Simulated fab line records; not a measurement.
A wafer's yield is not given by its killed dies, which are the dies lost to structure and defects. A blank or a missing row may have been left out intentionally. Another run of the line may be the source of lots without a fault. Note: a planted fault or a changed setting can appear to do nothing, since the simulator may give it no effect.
Chamber matching    flow berkeley_cmos170    UCB170_M3_ETCH_17 on rie_diel-03 has 4 sister chambers
The step etches BARC in N2/H2. 8 wafers are shown with their chamber, then 8 later ones without.

## WAFERS PAIRED WITH THEIR CHAMBERS
wafer   chamber  throttle_valve_pct (%)  drypump_motor_current_A (A)
L345.2  3        13.14                   4.9
L345.6  1        13.48                   5.0
L351.4  2        13.36                   5.7
L351.5  3        13.14                   4.9
L353.3  1        13.48                   5.0
L353.4  2        13.38                   5.8
L353.5  0        13.33                   6.0
L355.3  0        13.34                   6.0

## WAFERS WITHOUT THEIR CHAMBER
wafer   throttle_valve_pct (%)  drypump_motor_current_A (A)
L355.4  13.13                   4.9
L355.6  13.47                   5.0
L358.1  13.12                   5.0
L358.2  13.37                   5.7
L358.3  13.48                   5.0
L360.2  13.38                   5.7
L360.3  13.11                   5.0
L360.4  13.32                   6.0

## CHAMBER TAKEN BY EACH
wafer   from the rows above  in truth
L355.4  3                    3
L355.6  1                    1
L358.1  3                    3
L358.2  2                    2
L358.3  1                    1
L360.2  2                    2
L360.3  3                    3
L360.4  0                    0
Placed correctly: 8 of 8. From these rows, 0 cannot be placed. Placed wrongly: 0.
How it was worked out, from the rows above alone: a wafer's distance from a chamber is the root of the sum, over the readings, of the square of ((its reading less the chamber's mean) divided by the reading's scatter). If the next closest chamber is less than 2 further off than the closest, the wafer can't be placed; otherwise it belongs to the closest. Each chamber's mean is taken over the wafers shown for it. The scatter: the root of (the sum of the squares of (reading less its chamber's mean) over the shown wafers, divided by (wafers less chambers)).
